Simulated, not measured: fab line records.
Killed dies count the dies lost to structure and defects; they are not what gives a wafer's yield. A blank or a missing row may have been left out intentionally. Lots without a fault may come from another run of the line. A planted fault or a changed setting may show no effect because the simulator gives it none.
Commonality check across tools | flow berkeleyCmos170 | 14 lots, 42 wafers sampled

## THE REASON FOR OPENING IT
2 of 14 lots carry a flag on the reading PWELL_TW at UCB170_PWELL_TW_MEAS_17. Fault-free wafers read 382.7, with a standard deviation of 2.8.
Rule: flag the lot when none of its wafers has a number, or when each of its wafers that has one lies beyond 4 standard deviations from that mean. As for the other lots, they are considered sound.

lot  | measured    | on           | PWELL_TW, wafer by wafer | flag
L304 | day 2 20:59 | filmMetro-02 | 385.9 386.6 384.8        | 
L308 | day 3 17:15 | filmMetro-02 | 382.1 381.3 383.2        | 
L307 | day 3 17:24 | filmMetro-03 | 375.9 377.3 377.8        | 
L309 | day 4 03:44 | filmMetro-02 | 384.3 384.9 385.7        | 
L311 | day 4 07:31 | filmMetro-03 | 379.1 377.2 377.9        | 
L310 | day 4 07:47 | filmMetro-02 | 383.9 385.0 385.5        | 
L312 | day 4 10:35 | filmMetro-02 | 383.6 384.7 385.8        | 
L313 | day 4 15:03 | filmMetro-02 | 385.3 385.0 385.2        | 
L315 | day 5 06:43 | filmMetro-02 | 385.5 383.3 384.6        | 
L317 | day 5 16:44 | filmMetro-02 | 382.4 382.1 381.3        | 
L321 | day 6 07:32 | filmMetro-02 | 384.0 382.6 381.5        | 
L322 | day 6 14:15 | filmMetro-02 | 459.8 459.4 459.3        | FLAGGED
L325 | day 7 05:35 | filmMetro-01 | 380.0 380.9 380.6        | 
L324 | day 7 05:44 | filmMetro-03 | 453.7 454.3 456.0        | FLAGGED
The numbers of the flagged lots are 457.1 on average: +74.4 against the usual, or +27 standard deviations.

## WHICH TOOL EACH LOT WENT THROUGH
Before the reading, the record contains 2 process steps out of a 331-step route. Every cell lists first the tool, next ch and the chambers used by the sampled wafers, and last the start.
lot  | flag    | UCB170_PWELL_IMPLANT_15        | UCB170_PWELL_STRIP_16
L304 |         | implanter-01 ch 0, day 2 20:44 | plasmaAsher-01 ch 0,1, day 2 20:53
L308 |         | implanter-01 ch 0, day 3 17:00 | plasmaAsher-02 ch 0,1, day 3 17:09
L307 |         | implanter-01 ch 0, day 3 17:09 | plasmaAsher-02 ch 0,1, day 3 17:18
L309 |         | implanter-01 ch 0, day 4 03:29 | plasmaAsher-01 ch 0,1, day 4 03:38
L311 |         | implanter-02 ch 0, day 4 07:16 | plasmaAsher-04 ch 0,1, day 4 07:25
L310 |         | implanter-04 ch 0, day 4 07:32 | plasmaAsher-02 ch 0,1, day 4 07:41
L312 |         | implanter-02 ch 0, day 4 10:22 | plasmaAsher-02 ch 0,1, day 4 10:30
L313 |         | implanter-02 ch 0, day 4 14:48 | plasmaAsher-04 ch 0,1, day 4 14:57
L315 |         | implanter-01 ch 0, day 5 06:28 | plasmaAsher-01 ch 0, day 5 06:36
L317 |         | implanter-04 ch 0, day 5 16:30 | plasmaAsher-01 ch 0,1, day 5 16:37
L321 |         | implanter-02 ch 0, day 6 07:17 | plasmaAsher-04 ch 0,1, day 6 07:26
L322 | FLAGGED | implanter-04 ch 0, day 6 14:01 | plasmaAsher-02 ch 0,1, day 6 14:08
L325 |         | implanter-01 ch 0, day 7 05:16 | plasmaAsher-04 ch 0,1, day 7 05:23
L324 | FLAGGED | implanter-04 ch 0, day 7 05:30 | plasmaAsher-01 ch 0,1, day 7 05:37
What the steps here do:
- UCB170_PWELL_IMPLANT_15
- UCB170_PWELL_STRIP_16: strips in O2.
- UCB170_PWELL_TW_MEAS_17

## FLAGGED AGAINST TOTAL, ONE TOOL AT A TIME (gauges that did the reading follow at the end)
step                    | tool           | lots run | flagged | share of the flagged lots | sound lots run after its first flagged lot
UCB170_PWELL_IMPLANT_15 | implanter-01   | 6        | 0       | none                      | -
UCB170_PWELL_IMPLANT_15 | implanter-02   | 4        | 0       | none                      | -
UCB170_PWELL_IMPLANT_15 | implanter-04   | 4        | 2       | all                       | 0
UCB170_PWELL_STRIP_16   | plasmaAsher-01 | 5        | 1       | some                      | 0
UCB170_PWELL_STRIP_16   | plasmaAsher-02 | 5        | 1       | some                      | 0
UCB170_PWELL_STRIP_16   | plasmaAsher-04 | 4        | 0       | none                      | -
UCB170_PWELL_TW_MEAS_17 | filmMetro-01   | 1        | 0       | none                      | -
UCB170_PWELL_TW_MEAS_17 | filmMetro-02   | 10       | 1       | some                      | 0
UCB170_PWELL_TW_MEAS_17 | filmMetro-03   | 3        | 1       | some                      | 0

## WHAT THE TABLE PERMITS
1 row of the table ran every flagged lot: implanter-04 at UCB170_PWELL_IMPLANT_15.
- implanter-04 at UCB170_PWELL_IMPLANT_15 ran 4 lots, 2 of them flagged. Its last sound lot is L317 (day 5 16:30), its first flagged lot L322 (day 6 14:01): a fault that began between those two fits. Its own readings lie more than 4 standard deviations out on every wafer of the flagged lots: doseIonsCm2, faradayCurrentUA.
Just one tool remains: implanter-04 at UCB170_PWELL_IMPLANT_15.

## WHAT HAD BEEN PUT IN BY THE SIMULATOR
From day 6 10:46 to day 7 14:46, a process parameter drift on implanter-04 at UCB170_PWELL_IMPLANT_15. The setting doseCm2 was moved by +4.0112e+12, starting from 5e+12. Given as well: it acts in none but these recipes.
Shown lots that were struck: L322, L324. Same finding as the rule above.
